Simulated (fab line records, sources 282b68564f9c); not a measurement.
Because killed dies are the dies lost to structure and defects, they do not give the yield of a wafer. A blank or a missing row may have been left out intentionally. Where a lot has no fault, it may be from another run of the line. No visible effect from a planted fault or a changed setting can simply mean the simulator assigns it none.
8D (eight disciplines) problem report, filled in by code | flow ritCmos | the parts of the form that need people (team, actions taken, sign-off) are left out

## 1. WHAT WENT WRONG
Wafers without a fault read 902.5 C, standard deviation 1.6; spikeTcCentreC at RIT_REOX_OXIDATION_03 reads a mean of 914.3 C on 6 wafers belonging to 2 lots. Relative to the usual mean, that is a shift of +7.4 standard deviations.
The step: target thk 25.2 nm, ox time 5580 s.
First seen on wafer L580.4, day 4 12:39, on furnace-04. The record holds 18 wafers of 6 lots with a number at this step. By rule, "out" or "out of limits" means more than 4 standard deviations away from the usual mean. All remaining wafers that have a number are taken as sound.

## 2. WHAT IT IS, WHAT IT ISN'T
question                    | is                     | is not
which readings at this step | spikeTcCentreC         | zonePowerLoadPct
which lots                  | L580, L582             | L573, L576, L588, L590
which wafers of those lots  | all that have a number | -
read on which tools         | furnace-04             | furnace-01, furnace-03
when                        | from day 4 12:39       | up to then (6 sound wafers); but 6 sound wafers of L588, L590 came after

## 3. THE SUSPECTS, EACH WITH WHAT RULES IT OUT
Counting: a tool at any process step up to the reading remains a suspect when it ran all the lots that are out and ran no sound lot after the first of those.
- rieSi-01 at RIT_GATE_ETCH_19 (etches poly-Si in SF6/CHF3/O2, stops on SiO2, time 165 s, target depth 312.5 nm): ruled out as a lasting fault. After its first lot that is out, L580 (day 4 11:53), sound lots L588, L590 ran on it.
- plasmaAsher-03 at RIT_GATE_STRIP_20 (strips in O2, time 180 s): ruled out as a lasting fault. After its first lot that is out, L580 (day 4 12:03), sound lots L588 ran on it.
- furnace-04 at RIT_REOX_OXIDATION_03 (target thk 25.2 nm, ox time 5580 s): kept. Every lot that is out went through it, starting with L580 (day 4 12:39), and after that it ran no sound lot; the last sound lot it ran before then is L576 (day 3 12:32). On those wafers its own readings are out: spikeTcCentreC.
Remaining after the count: furnace-04 at RIT_REOX_OXIDATION_03.

## 4. THE CAUSE (what the simulator had put in)
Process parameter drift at RIT_REOX_OXIDATION_03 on furnace-04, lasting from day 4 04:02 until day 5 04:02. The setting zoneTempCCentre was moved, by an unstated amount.
This tool alone remained once counting was done.

## 5. SEQUENCE OF EFFECTS, ordered by route
Each row: a reading where the mean over the struck wafers with a number is more than 3 standard deviations away from the usual. Only readings for which the record gives a usual standard deviation are gone through. hours: the time from each lot's start at the first step in this table that gives one to its start at this step, as a median over the lots. sigmas: the change in usual standard deviations.
hours | step                  | reading        | usual   | on struck wafers | change | sigmas
0     | RIT_REOX_OXIDATION_03 | spikeTcCentreC | 902.5 C | 914.3            | +11.8  | +7.4
Its process steps:
- RIT_REOX_OXIDATION_03: target thk 25.2 nm, ox time 5580 s.
Later steps that measure or inspect, where all struck wafers having a row at the step show a number for every such reading and not one has moved that far: RIT_REOX_THK_MEAS_04, RIT_NLDD_OVL_MEAS_06, RIT_NLDD_TW_MEAS_10, RIT_PLDD_OVL_MEAS_06, RIT_PLDD_TW_MEAS_10.

## 6. WHAT WOULD HAVE CAUGHT IT SOONER
First out-of-limits reading in this record: day 4 12:39, which is 9 hours after fault onset at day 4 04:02.
